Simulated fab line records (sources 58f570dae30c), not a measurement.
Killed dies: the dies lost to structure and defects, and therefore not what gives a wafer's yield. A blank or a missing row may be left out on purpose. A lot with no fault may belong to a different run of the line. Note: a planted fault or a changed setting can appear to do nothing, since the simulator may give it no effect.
Code-filled problem report in 8D (eight disciplines) form    flow berkeley-cmos170    the parts of the form that need people (team, actions taken, sign-off) are left out

1. WHAT IS WRONG
Mean NWELL_NITRIDE_THK at UCB170_NWELL_THK_MEAS_05: 82.9 nm over 6 wafers in 2 lots; fault-free wafers: 223.7 nm, standard deviation 2.2. Measured from the usual mean, that is -64 standard deviations.
Earliest sighting: wafer L852.1 on film-metro-03 at day 3 00:18. The record holds 42 wafers of 14 lots with a number at this step. By rule, "out" or "out of limits" means more than 4 standard deviations away from the usual mean. The other wafers with a number count as sound.

2. WHAT IT IS; WHAT IT IS NOT
question                     is                            is not
which readings at this step  NWELL_NITRIDE_THK             -
which lots                   L851, L852                    L848, L849, L850, L853, L858, L861, L862, L867, L868, L869, L870, L871
which wafers of those lots   all that have a number        -
read on which gauges         film-metro-03, film-metro-04  film-metro-01
when                         from day 3 00:18              up to then (9 sound wafers); but 27 sound wafers of L853, L858, L861, L862, L867, L868, L869, L870, L871 came after

3. WHAT RULES OUT EACH SUSPECT
Counting: a tool stays on the suspect list if, at a process step up to the reading, it processed all lots that are out and no sound lot following the first of them.
- the gauge at UCB170_NWELL_THK_MEAS_05 is ruled out. Those wafers that are out were read across 2 gauges (film-metro-03, film-metro-04).
- lpcvd-01 at UCB170_NWELL_CVD_04 (deposits Si3N4 from SiH2Cl2/NH3, target thk 224 nm, time 3360 s): ruled out as a lasting fault. Sound lots L867, L868, L869, L870, L871 ran on it after its first lot that is out, L851 (day 2 22:22).
Left after counting: nothing in the record.

4. THE CAUSE (what the simulator had put in)
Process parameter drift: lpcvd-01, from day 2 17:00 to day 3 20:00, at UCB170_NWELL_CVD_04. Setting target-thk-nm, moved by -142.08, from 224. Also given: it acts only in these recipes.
The count ruled it out by mistake, since the rule takes a fault to strike every lot its tool runs from the start of the fault on, and this one did not do so.

5. THE EFFECT CHAIN, in route order
Each row: a reading whose mean over the struck wafers that have a number lies more than 3 standard deviations from the usual. Scope: only readings with a usual standard deviation given in the record; hours: median across lots of the time from each lot's start at the first step in this table that gives one to its start at this step; sigmas: change in usual standard deviations.
hours  step                      reading            usual       on struck wafers  change  sigmas
0      UCB170_NWELL_THK_MEAS_05  NWELL_NITRIDE_THK  223.7 nm    82.9              -140.8  -64
1      UCB170_NWELL_ETCH_13      oes-product-au     0.942 a.u.  0.591             -0.351  -23
The process steps in it:
- UCB170_NWELL_ETCH_13: etches Si3N4 in CH3F/Ar/O2, stops on SiO2, target depth 246.4 nm, time 154 s.
At these later measuring or inspecting steps, every struck wafer for which the step has a row has a number for every such reading, and none has moved that far: UCB170_SACOX_THK_MEAS_02, UCB170_GATE_THK_MEAS_05, UCB170_GATE_OVL_MEAS_13.

6. WHAT WOULD HAVE CAUGHT IT SOONER
7 hours passed between the start of the fault at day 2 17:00 and the first reading out of limits at a measuring or inspecting step in this record, taken at day 3 00:18.
Tool readings at UCB170_NWELL_CVD_04 with a usual standard deviation given in the record: none out on any struck wafer, hence no alarm at a limit of 4 standard deviations on them.
